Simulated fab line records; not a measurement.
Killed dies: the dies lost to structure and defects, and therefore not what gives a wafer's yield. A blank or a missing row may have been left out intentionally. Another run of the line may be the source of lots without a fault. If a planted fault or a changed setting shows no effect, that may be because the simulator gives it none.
Which of the tools did it? / flow berkeley_cmos170 / 39 wafers from 13 lots sampled at 4 of the route's 331 steps

WHAT THE GAUGES SHOWED, per wafer
UCB170_PWELL_OVL_MEAS_13.
lot=L418; measured=day 3 09:14; on=overlay-01; PWELL_OVL (nm)=4 4 0
lot=L420; measured=day 4 07:20; on=overlay-01; PWELL_OVL (nm)=8 6 13
lot=L421; measured=day 4 11:22; on=overlay-02; PWELL_OVL (nm)=1 -8 -7
lot=L422; measured=day 4 12:05; on=overlay-02; PWELL_OVL (nm)=2 2 3
lot=L423; measured=day 4 14:00; on=overlay-02; PWELL_OVL (nm)=-8 -2 -8
lot=L424; measured=day 4 13:56; on=overlay-01; PWELL_OVL (nm)=-4 -2 1
lot=L425; measured=day 4 14:01; on=overlay-01; PWELL_OVL (nm)=-7 -4 -12
lot=L426; measured=day 4 23:31; on=overlay-01; PWELL_OVL (nm)=-9 -7 -7
lot=L428; measured=day 5 09:41; on=overlay-01; PWELL_OVL (nm)=0 3 -3
lot=L434; measured=day 6 10:58; on=overlay-02; PWELL_OVL (nm)=5 1 0
lot=L438; measured=day 7 08:15; on=overlay-02; PWELL_OVL (nm)=4 -3 -7
lot=L439; measured=day 7 08:19; on=overlay-01; PWELL_OVL (nm)=5 5 6
lot=L440; measured=day 7 22:29; on=overlay-01; PWELL_OVL (nm)=0 -6 1

UCB170_SACOX_THK_MEAS_02.
lot=L418; measured=day 5 21:31; on=film_metro-01; SACOX_OXIDE_THK (nm)=14.8 14.7 14.6
lot=L420; measured=day 6 19:48; on=film_metro-03; SACOX_OXIDE_THK (nm)=14.9 14.9 14.8
lot=L421; measured=day 6 19:46; on=film_metro-01; SACOX_OXIDE_THK (nm)=15.3 15.1 15.0
lot=L422; measured=day 6 19:48; on=film_metro-01; SACOX_OXIDE_THK (nm)=15.1 15.1 15.1
lot=L423; measured=day 6 19:46; on=film_metro-03; SACOX_OXIDE_THK (nm)=15.0 14.7 14.8
lot=L424; measured=day 6 19:48; on=film_metro-04; SACOX_OXIDE_THK (nm)=15.1 15.4 15.2
lot=L425; measured=day 6 19:45; on=film_metro-04; SACOX_OXIDE_THK (nm)=15.0 15.0 14.8
lot=L426; measured=day 7 13:40; on=film_metro-04; SACOX_OXIDE_THK (nm)=14.8 15.1 14.9
lot=L428; measured=day 7 21:05; on=film_metro-04; SACOX_OXIDE_THK (nm)=15.1 15.1 15.0
lot=L434; measured=day 9 00:40; on=film_metro-04; SACOX_OXIDE_THK (nm)=15.1 15.2 15.2
lot=L438; measured=day 9 20:34; on=film_metro-01; SACOX_OXIDE_THK (nm)=14.1 14.0 13.8
lot=L439; measured=day 9 20:34; on=film_metro-04; SACOX_OXIDE_THK (nm)=14.0 14.2 14.2
lot=L440; measured=day 10 09:39; on=film_metro-04; SACOX_OXIDE_THK (nm)=14.2 14.5 14.5

EACH LOT AND THE TOOL THAT RAN IT (in order: tool; ch and the chambers of the sampled wafers; start)
lot=L418; UCB170_NWELL_ETCH_13=rie_diel-01 ch 1,2,3, day 2 12:39; UCB170_NWELL_STRIP_15=plasma_asher-03 ch 0,1, day 2 12:54
lot=L420; UCB170_NWELL_ETCH_13=rie_diel-02 ch 0,2,3, day 3 05:40; UCB170_NWELL_STRIP_15=plasma_asher-03 ch 0,1, day 3 05:55
lot=L421; UCB170_NWELL_ETCH_13=rie_diel-01 ch 1,2,3, day 3 11:17; UCB170_NWELL_STRIP_15=plasma_asher-03 ch 0,1, day 3 11:34
lot=L422; UCB170_NWELL_ETCH_13=rie_diel-03 ch 0,2,3, day 3 11:29; UCB170_NWELL_STRIP_15=plasma_asher-03 ch 0,1, day 3 11:44
lot=L423; UCB170_NWELL_ETCH_13=rie_diel-02 ch 2,3, day 3 18:14; UCB170_NWELL_STRIP_15=plasma_asher-02 ch 0,1, day 3 18:31
lot=L424; UCB170_NWELL_ETCH_13=rie_diel-01 ch 0,1, day 3 20:16; UCB170_NWELL_STRIP_15=plasma_asher-01 ch 0, day 3 20:31
lot=L425; UCB170_NWELL_ETCH_13=rie_diel-02 ch 0,2, day 3 21:26; UCB170_NWELL_STRIP_15=plasma_asher-03 ch 0,1, day 3 21:41
lot=L426; UCB170_NWELL_ETCH_13=rie_diel-03 ch 1,2,3, day 4 03:58; UCB170_NWELL_STRIP_15=plasma_asher-01 ch 0,1, day 4 04:13
lot=L428; UCB170_NWELL_ETCH_13=rie_diel-01 ch 1,2,3, day 4 13:26; UCB170_NWELL_STRIP_15=plasma_asher-01 ch 0,1, day 4 13:41
lot=L434; UCB170_NWELL_ETCH_13=rie_diel-02 ch 0,1,3, day 5 15:59; UCB170_NWELL_STRIP_15=plasma_asher-01 ch 0,1, day 5 16:14
lot=L438; UCB170_NWELL_ETCH_13=rie_diel-02 ch 0,2, day 6 15:35; UCB170_NWELL_STRIP_15=plasma_asher-01 ch 0,1, day 6 15:50
lot=L439; UCB170_NWELL_ETCH_13=rie_diel-03 ch 0,1,3, day 6 15:55; UCB170_NWELL_STRIP_15=plasma_asher-03 ch 0,1, day 6 16:11
lot=L440; UCB170_NWELL_ETCH_13=rie_diel-02 ch 0,1, day 7 02:31; UCB170_NWELL_STRIP_15=plasma_asher-02 ch 0,1, day 7 02:46
- UCB170_NWELL_ETCH_13: etches Si3N4 in CH3F/Ar/O2, stops on SiO2, target depth 246.4 nm, time 154 s.
- UCB170_NWELL_STRIP_15: strips in O2.

WHAT THE TOOLS THEMSELVES READ (means of the sampled wafers that have a number; where no wafer has one, the mark that the record gives instead)
UCB170_NWELL_ETCH_13.
lot=L418; tool=rie_diel-01; drypump_motor_current_A (A)=5.5; oes_product_au (a.u.)=0.934; throttle_valve_pct (%)=8.03
lot=L420; tool=rie_diel-02; drypump_motor_current_A (A)=5.5; oes_product_au (a.u.)=0.958; throttle_valve_pct (%)=8.05
lot=L421; tool=rie_diel-01; drypump_motor_current_A (A)=5.5; oes_product_au (a.u.)=0.926; throttle_valve_pct (%)=8.03
lot=L422; tool=rie_diel-03; drypump_motor_current_A (A)=5.9; oes_product_au (a.u.)=0.953; throttle_valve_pct (%)=8.24
lot=L423; tool=rie_diel-02; drypump_motor_current_A (A)=5.9; oes_product_au (a.u.)=0.943; throttle_valve_pct (%)=8.06
lot=L424; tool=rie_diel-01; drypump_motor_current_A (A)=5.8; oes_product_au (a.u.)=0.908; throttle_valve_pct (%)=7.99
lot=L425; tool=rie_diel-02; drypump_motor_current_A (A)=5.2; oes_product_au (a.u.)=0.949; throttle_valve_pct (%)=8.03
lot=L426; tool=rie_diel-03; drypump_motor_current_A (A)=5.9; oes_product_au (a.u.)=0.954; throttle_valve_pct (%)=8.22
lot=L428; tool=rie_diel-01; drypump_motor_current_A (A)=5.5; oes_product_au (a.u.)=0.926; throttle_valve_pct (%)=8.03
lot=L434; tool=rie_diel-02; drypump_motor_current_A (A)=5.8; oes_product_au (a.u.)=0.948; throttle_valve_pct (%)=8.14
lot=L438; tool=rie_diel-02; drypump_motor_current_A (A)=5.3; oes_product_au (a.u.)=0.951; throttle_valve_pct (%)=8.00
lot=L439; tool=rie_diel-03; drypump_motor_current_A (A)=6.1; oes_product_au (a.u.)=0.952; throttle_valve_pct (%)=8.22
lot=L440; tool=rie_diel-02; drypump_motor_current_A (A)=5.8; oes_product_au (a.u.)=0.949; throttle_valve_pct (%)=8.19

UCB170_NWELL_STRIP_15.
lot=L418; tool=plasma_asher-03; drypump_motor_current_A (A)=5.6; oes_product_au (a.u.)=0.724; strip_time_to_endpoint_s (s)=18.00
lot=L420; tool=plasma_asher-03; drypump_motor_current_A (A)=5.6; oes_product_au (a.u.)=0.721; strip_time_to_endpoint_s (s)=18.02
lot=L421; tool=plasma_asher-03; drypump_motor_current_A (A)=5.4; oes_product_au (a.u.)=0.721; strip_time_to_endpoint_s (s)=18.00
lot=L422; tool=plasma_asher-03; drypump_motor_current_A (A)=5.3; oes_product_au (a.u.)=0.721; strip_time_to_endpoint_s (s)=18.01
lot=L423; tool=plasma_asher-02; drypump_motor_current_A (A)=5.4; oes_product_au (a.u.)=0.719; strip_time_to_endpoint_s (s)=18.08
lot=L424; tool=plasma_asher-01; drypump_motor_current_A (A)=5.6; oes_product_au (a.u.)=0.717; strip_time_to_endpoint_s (s)=18.02
lot=L425; tool=plasma_asher-03; drypump_motor_current_A (A)=5.6; oes_product_au (a.u.)=0.719; strip_time_to_endpoint_s (s)=18.04
lot=L426; tool=plasma_asher-01; drypump_motor_current_A (A)=5.4; oes_product_au (a.u.)=0.722; strip_time_to_endpoint_s (s)=17.96
lot=L428; tool=plasma_asher-01; drypump_motor_current_A (A)=5.4; oes_product_au (a.u.)=0.722; strip_time_to_endpoint_s (s)=17.41
lot=L434; tool=plasma_asher-01; drypump_motor_current_A (A)=5.4; oes_product_au (a.u.)=0.720; strip_time_to_endpoint_s (s)=18.05
lot=L438; tool=plasma_asher-01; drypump_motor_current_A (A)=5.4; oes_product_au (a.u.)=0.722; strip_time_to_endpoint_s (s)=18.16
lot=L439; tool=plasma_asher-03; drypump_motor_current_A (A)=5.3; oes_product_au (a.u.)=0.720; strip_time_to_endpoint_s (s)=17.87
lot=L440; tool=plasma_asher-02; drypump_motor_current_A (A)=5.4; oes_product_au (a.u.)=0.718; strip_time_to_endpoint_s (s)=17.98

THE ANSWER, worked out from the rows above alone
Rule: the usual values come from the lots themselves. Put in order of their means at a reading, lots are off if they are a third of the lots or fewer, leave a main group of 4 or more, and stand apart from it by a gap of 3 or more times the standard deviation of the main group's means; of several such gaps the widest counts. The tables above print the reading to a certain number of digits; a main group whose means all agree to those digits is not used. A lot without any number at a reading at which 4 lots or more have one is off too. Where the step has rows for the other lots, those lots are counted as sound. First the gauges in route order, then the tools' own readings, where a lot's mean is used as printed above. The first step at which some lot is off is used, and at that step the reading that is off furthest; a lot without a number counts as furthest.
Off, at UCB170_NWELL_STRIP_15 on strip_time_to_endpoint_s: L428. The main group has a mean of 18.02 s with a standard deviation of 0.066.
If a tool, at that step or one of the process steps before it, ran each lot that is off and ran no sound lot following the first of them, it fits. One fits: rie_diel-01 at UCB170_NWELL_ETCH_13. Its last sound lot is L424 (day 3 20:16), its first lot that is off L428 (day 4 13:26): a fault that began between those two fits.

WHAT THE SIMULATOR HAD PUT IN
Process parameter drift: rie_diel-01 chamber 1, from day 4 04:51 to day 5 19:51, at UCB170_NWELL_ETCH_13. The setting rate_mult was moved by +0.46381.
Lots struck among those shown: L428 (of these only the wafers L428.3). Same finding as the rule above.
